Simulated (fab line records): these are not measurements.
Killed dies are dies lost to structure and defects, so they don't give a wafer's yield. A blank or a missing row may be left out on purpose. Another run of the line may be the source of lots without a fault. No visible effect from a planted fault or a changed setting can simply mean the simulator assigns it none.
Which tool is to blame?	flow ritCmos	13 lots (39 wafers sampled), 1 step of a 202-step route

## WHAT THE GAUGES READ, wafer by wafer
The record lacks any reading of a measuring or inspecting step that a usual standard deviation could be used to judge.

## WHICH TOOL RAN EACH LOT (tool, then ch and the chambers of the sampled wafers, then the start)
lot	RIT_PLDD_STRIP_09
L304	plasmaAsher-03 ch 0,1, day 2 19:19
L305	plasmaAsher-03 ch 0,1, day 3 00:24
L306	plasmaAsher-04 ch 0,1, day 3 04:57
L307	plasmaAsher-04 ch 0,1, day 3 10:11
L308	plasmaAsher-03 ch 1, day 3 16:36
L309	plasmaAsher-03 ch 0,1, day 3 20:15
L313	plasmaAsher-04 ch 0,1, day 4 17:43
L317	plasmaAsher-03 ch 0,1, day 5 12:09
L322	plasmaAsher-01 ch 0,1, day 6 13:29
L324	plasmaAsher-04 ch 0,1, day 6 23:35
L325	plasmaAsher-03 ch 0,1, day 7 04:55
L326	plasmaAsher-03 ch 0,1, day 7 09:28
L327	plasmaAsher-01 ch 0,1, day 7 13:48
- RIT_PLDD_STRIP_09: strips in O2, time 180 s.

## WHAT THE TOOLS THEMSELVES READ (means of the sampled wafers that have a number; where no wafer has one, the mark that the record gives instead)
RIT_PLDD_STRIP_09.
lot	tool	drypumpMotorCurrentA (A)	runLengthS (s)
L304	plasmaAsher-03	5.7	208.58
L305	plasmaAsher-03	5.8	208.44
L306	plasmaAsher-04	5.3	208.52
L307	plasmaAsher-04	5.3	208.48
L308	plasmaAsher-03	6.0	208.53
L309	plasmaAsher-03	5.8	208.34
L313	plasmaAsher-04	5.1	72.38
L317	plasmaAsher-03	5.7	208.46
L322	plasmaAsher-01	5.9	207.87
L324	plasmaAsher-04	5.2	208.49
L325	plasmaAsher-03	5.7	208.31
L326	plasmaAsher-03	5.8	208.55
L327	plasmaAsher-01	5.9	207.78

## THE ANSWER, worked out from the rows above alone
Rule: what is usual is taken from the lots themselves. The widest of any qualifying gaps counts: lots, ordered by their means at a reading, are off when they make up no more than a third of the lots, leave a main group of 4 or more, and stand apart from it by 3 or more times the standard deviation of that group's means. Not used: any main group whose means are identical at the precision the tables above print for the reading. Also off: a lot with no number at a reading for which 4 or more lots have one. Any other lot the step has rows for is counted as sound. After the gauges, taken in route order, come the tools' own readings; for these a lot's mean is taken, as printed above. At the first step where some lot is off, the reading lying furthest off is the one used; lots without a number count as furthest.
Off, at RIT_PLDD_STRIP_09 on runLengthS: L313. The main group: mean 208.36 s, standard deviation 0.25.
If a tool, at that step or one of the process steps before it, ran each lot that is off and ran no sound lot following the first of them, it fits. None of those tried fits.

## WHAT HAD BEEN PUT IN BY THE SIMULATOR
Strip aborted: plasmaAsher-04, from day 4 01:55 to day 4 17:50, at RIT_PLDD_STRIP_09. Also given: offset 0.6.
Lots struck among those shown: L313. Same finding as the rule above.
